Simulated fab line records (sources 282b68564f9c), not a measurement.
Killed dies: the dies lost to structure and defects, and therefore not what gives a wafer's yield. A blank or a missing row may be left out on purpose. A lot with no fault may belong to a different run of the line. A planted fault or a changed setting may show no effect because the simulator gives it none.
The tool behind it: which one? + flow rit-cmos + 6 lots with 18 wafers sampled at 2 steps, on a route of 202 steps

## WHAT THE GAUGES READ, wafer by wafer
RIT_PLDD_TW_MEAS_10.
| lot  | measured    | on            | PLDD_TW        |
|------|-------------|---------------|----------------|
| L151 | day 3 10:54 | film-metro-02 | 2359 2363 2362 |
| L153 | day 3 21:49 | film-metro-02 | 2363 2347 2351 |
| L155 | day 4 05:34 | film-metro-03 | 2389 2399 2380 |
| L157 | day 4 19:13 | film-metro-02 | 2370 2361 2369 |
| L163 | day 5 23:07 | film-metro-04 | 2379 2368 2379 |
| L167 | day 6 18:23 | film-metro-03 | 2416 2415 2409 |

## WHICH TOOL RAN EACH LOT (tool, then ch and the chambers of the sampled wafers, then the start)
| lot  | RIT_NLDD_STRIP_09                   |
|------|-------------------------------------|
| L151 | plasma-asher-03 ch 0,1, day 3 09:18 |
| L153 | plasma-asher-04 ch 0,1, day 3 20:05 |
| L155 | plasma-asher-02 ch 0,1, day 4 04:01 |
| L157 | plasma-asher-02 ch 0,1, day 4 17:32 |
| L163 | plasma-asher-02 ch 0,1, day 5 21:31 |
| L167 | plasma-asher-03 ch 0,1, day 6 16:47 |
- RIT_NLDD_STRIP_09: strips in O2, time 180 s.

## THE ANSWER, worked out from the rows above alone
Rule: the lots themselves supply what counts as usual. Put in order of their means at a reading, lots are off if they are a third of the lots or fewer, leave a main group of 4 or more, and stand apart from it by a gap of 3 or more times the standard deviation of the main group's means; of several such gaps the widest counts. The tables above print the reading to a certain number of digits; a main group whose means all agree to those digits is not used. Also off: a lot with no number at a reading for which 4 or more lots have one. Any other lot the step has rows for is counted as sound.
No lot is off on any of the readings shown, so nothing can be concluded from this.

## WHAT THE SIMULATOR PUT IN
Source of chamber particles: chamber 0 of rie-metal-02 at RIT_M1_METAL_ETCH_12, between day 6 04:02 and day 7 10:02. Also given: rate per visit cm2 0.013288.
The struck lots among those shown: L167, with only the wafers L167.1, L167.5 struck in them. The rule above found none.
